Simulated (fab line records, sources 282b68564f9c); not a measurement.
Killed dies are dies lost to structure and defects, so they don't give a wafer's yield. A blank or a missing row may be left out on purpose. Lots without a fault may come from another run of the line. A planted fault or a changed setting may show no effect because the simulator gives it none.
Which tool did it? | flow rit_cmos | 14 lots, 42 wafers sampled, at 6 steps of a route of 202

WHAT THE GAUGES READ, wafer by wafer
RIT_NWELL_TW_MEAS_10. Usual: NWELL_TW 2133, standard deviation 16.
lot  | measured    | on            | NWELL_TW       | flag
L890 | day 1 23:09 | film_metro-03 | 2120 2121 2121 |
L891 | day 2 03:38 | film_metro-01 | 2154 2156 2149 |
L894 | day 2 19:49 | film_metro-02 | 2124 2125 2110 |
L895 | day 3 04:08 | film_metro-02 | 2122 2122 2105 |
L896 | day 3 10:57 | film_metro-02 | 2107 2109 2135 |
L898 | day 3 19:08 | film_metro-01 | 2148 2158 2158 |
L899 | day 3 20:46 | film_metro-03 | 2136 2127 2136 |
L900 | day 4 00:20 | film_metro-03 | 2146 2139 2137 |
L901 | day 4 09:37 | film_metro-02 | 2119 2115 2119 |
L908 | day 5 16:17 | film_metro-02 | 2140 2133 2132 |
L909 | day 5 23:49 | film_metro-01 | 2157 2155 2160 |
L910 | day 6 03:39 | film_metro-02 | 2147 2135 2137 |
L911 | day 6 07:53 | film_metro-02 | 2131 2151 2133 |
L912 | day 6 12:43 | film_metro-02 | 2139 2125 2122 |

RIT_PWELL_TW_MEAS_10. Usual: PWELL_TW 950, standard deviation 7.
lot  | measured    | on            | PWELL_TW    | flag
L890 | day 2 00:42 | film_metro-02 | 945 938 944 |
L891 | day 2 05:24 | film_metro-03 | 947 941 944 |
L894 | day 2 21:22 | film_metro-03 | 941 943 946 |
L895 | day 3 05:41 | film_metro-03 | 955 945 946 |
L896 | day 3 12:30 | film_metro-03 | 949 950 955 |
L898 | day 3 20:47 | film_metro-01 | 964 963 966 |
L899 | day 3 22:26 | film_metro-02 | 946 946 943 |
L900 | day 4 01:53 | film_metro-01 | 965 956 953 |
L901 | day 4 11:17 | film_metro-03 | 959 953 960 |
L908 | day 5 17:57 | film_metro-02 | 947 950 950 |
L909 | day 6 01:29 | film_metro-02 | 921 916 913 | OFF
L910 | day 6 05:20 | film_metro-03 | 927 916 919 | OFF
L911 | day 6 09:26 | film_metro-03 | 951 949 955 |
L912 | day 6 14:16 | film_metro-01 | 958 958 960 |

RIT_WELLDRIVE_RS_MEAS_02: measures by four-point-probe. Usual: PWELL_RS 430.1 ohm/sq, standard deviation 1.1.
lot  | measured    | on            | PWELL_RS (ohm/sq) | flag
L890 | day 2 05:58 | film_metro-01 | 430.6 430.6 429.4 |
L891 | day 2 11:02 | film_metro-01 | 429.3 430.0 430.6 |
L894 | day 3 08:29 | film_metro-01 | 430.0 431.3 430.4 |
L895 | day 3 13:34 | film_metro-02 | 430.1 428.5 428.7 |
L896 | day 3 19:59 | film_metro-01 | 429.6 428.6 429.4 |
L898 | day 4 02:02 | film_metro-03 | 431.3 431.5 430.0 |
L899 | day 4 07:07 | film_metro-01 | 429.3 430.2 430.4 |
L900 | day 4 07:11 | film_metro-03 | 431.3 431.6 431.0 |
L901 | day 4 17:52 | film_metro-03 | 430.7 428.4 428.9 |
L908 | day 5 23:13 | film_metro-03 | 430.8 429.3 430.4 |
L909 | day 6 06:49 | film_metro-03 | 462.5 463.3 464.2 | OFF
L910 | day 6 10:37 | film_metro-01 | 462.5 462.3 463.5 | OFF
L911 | day 6 14:49 | film_metro-02 | 430.3 430.4 429.5 |
L912 | day 6 19:33 | film_metro-02 | 429.1 429.9 428.5 |

RIT_PLDD_OVL_MEAS_06. Usual: PLDD_OVL -0.2 nm, standard deviation 1.6.
lot  | measured    | on         | PLDD_OVL (nm)  | flag
L890 | day 3 03:02 | overlay-02 | -0.8 -0.1 1.3  |
L891 | day 3 03:18 | overlay-01 | 1.0 1.3 1.7    |
L894 | day 4 02:52 | overlay-02 | 0.6 -1.2 -0.7  |
L895 | day 4 08:50 | overlay-01 | -1.7 -1.2 -1.6 |
L896 | day 4 15:01 | overlay-01 | -3.3 -4.7 -4.8 |
L898 | day 4 17:37 | overlay-02 | -0.3 -1.7 -2.5 |
L899 | day 4 22:53 | overlay-02 | 2.5 0.8 -1.2   |
L900 | day 5 03:02 | overlay-02 | -1.3 -1.1 -1.4 |
L901 | day 5 09:47 | overlay-01 | -1.5 -0.4 -0.9 |
L908 | day 6 14:23 | overlay-01 | -1.7 -1.3 -2.0 |
L909 | day 6 22:37 | overlay-01 | -0.5 -3.2 -0.5 |
L910 | day 7 04:37 | overlay-01 | 2.9 2.0 -0.3   |
L911 | day 7 08:14 | overlay-01 | 0.2 -0.5 0.5   |
L912 | day 7 17:58 | overlay-01 | -0.1 -1.3 -1.2 |

RIT_SILICIDE_THK_MEAS_03: measures by xrf. Usual: SILICIDE_TI_THK 30.3 nm, standard deviation 0.34.
lot  | measured    | on            | SILICIDE_TI_THK (nm) | flag
L890 | day 3 10:25 | film_metro-02 | 30.2 30.2 30.1       |
L891 | day 3 11:29 | film_metro-04 | 30.3 30.3 30.4       |
L894 | day 4 10:17 | film_metro-02 | 30.4 30.0 29.8       |
L895 | day 4 16:18 | film_metro-01 | 30.8 30.6 30.4       |
L896 | day 4 23:17 | film_metro-04 | 30.0 30.5 30.4       |
L898 | day 5 01:05 | film_metro-02 | 30.6 30.4 30.4       |
L899 | day 5 06:32 | film_metro-01 | 30.7 30.4 30.4       |
L900 | day 5 10:32 | film_metro-02 | 30.4 30.5 30.3       |
L901 | day 5 17:03 | film_metro-02 | 29.4 29.7 30.0       |
L908 | day 6 21:30 | film_metro-01 | 30.7 30.8 31.2       |
L909 | day 7 12:05 | film_metro-02 | 30.5 30.5 30.5       |
L910 | day 7 12:25 | film_metro-04 | 29.9 30.1 29.8       |
L911 | day 7 15:31 | film_metro-04 | 30.6 30.7 30.5       |
L912 | day 8 01:47 | film_metro-02 | 30.4 30.0 30.1       |

WHICH TOOL RAN EACH LOT (tool, then ch and the chambers of the sampled wafers, then the start)
lot  | RIT_PWELL_IMPLANT_08
L890 | implanter-04 ch 0, day 2 00:23
L891 | implanter-03 ch 0, day 2 05:04
L894 | implanter-04 ch 0, day 2 21:02
L895 | implanter-04 ch 0, day 3 05:22
L896 | implanter-03 ch 0, day 3 12:11
L898 | implanter-03 ch 0, day 3 20:27
L899 | implanter-04 ch 0, day 3 22:07
L900 | implanter-04 ch 0, day 4 01:36
L901 | implanter-01 ch 0, day 4 10:58
L908 | implanter-03 ch 0, day 5 17:38
L909 | implanter-04 ch 0, day 6 01:10
L910 | implanter-04 ch 0, day 6 05:01
L911 | implanter-01 ch 0, day 6 09:06
L912 | implanter-03 ch 0, day 6 13:59
- RIT_PWELL_IMPLANT_08

WHAT THE TOOLS THEMSELVES READ (means of the sampled wafers that have a number; where no wafer has one, the mark that the record gives instead)
RIT_PWELL_IMPLANT_08. Usual: beam_on_s 10.00 s, standard deviation 0.2; faraday_current_uA 222, standard deviation 4.4.
lot  | tool         | beam_on_s (s) | faraday_current_uA | flag
L890 | implanter-04 | 9.77          | 227                |
L891 | implanter-03 | 9.94          | 224                |
L894 | implanter-04 | 9.99          | 223                |
L895 | implanter-04 | 10.05         | 221                |
L896 | implanter-03 | 9.96          | 223                |
L898 | implanter-03 | 9.90          | 225                |
L899 | implanter-04 | 9.97          | 223                |
L900 | implanter-04 | 10.02         | 222                |
L901 | implanter-01 | 10.09         | 221                |
L908 | implanter-03 | 9.95          | 223                |
L909 | implanter-04 | 8.91          | 250                | OFF
L910 | implanter-04 | 8.88          | 250                | OFF
L911 | implanter-01 | 9.96          | 222                |
L912 | implanter-03 | 10.02         | 221                |

THE ANSWER, worked out from the rows above alone
Rule: a lot is off if the mean of its wafers that have a number lies more than 3 standard deviations from the usual mean. A lot without any number at a reading at which 4 lots or more have one is off too. The other lots that the step has rows for count as sound. The gauges are gone through in route order, then the tools' own readings, and for those a lot's mean is taken as printed above. The first step at which some lot is off is used, and at that step the reading that is off furthest; a lot without a number counts as furthest.
Off: L909, L910, at RIT_PWELL_TW_MEAS_10 (PWELL_TW).
A tool fits if, at a process step before that reading, it ran every lot that is off, and no sound lot after the first of them. The gauges at RIT_PWELL_TW_MEAS_10 aren't tried: what is off there is off at RIT_PWELL_IMPLANT_08 too, on other tools, and a gauge's error can't cause that. One fits: implanter-04 at RIT_PWELL_IMPLANT_08. Its last sound lot is L900 (day 4 01:36), its first lot that is off L909 (day 6 01:10): a fault that began between those two fits.
The tool's own readings at RIT_PWELL_IMPLANT_08 bear it out: on the lots that are off they differ by more than 5 times the standard deviation of the sound lots' means. beam_on_s reads 8.89 s there against 9.97 s on the sound lots; faraday_current_uA reads 250 there against 223 on the sound lots.

WHAT THE SIMULATOR HAD PUT IN
Process parameter drift: implanter-04, from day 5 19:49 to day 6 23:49, at RIT_PWELL_IMPLANT_08. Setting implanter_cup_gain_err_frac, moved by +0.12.
Lots struck among those shown: L909, L910. The rule above found the same.
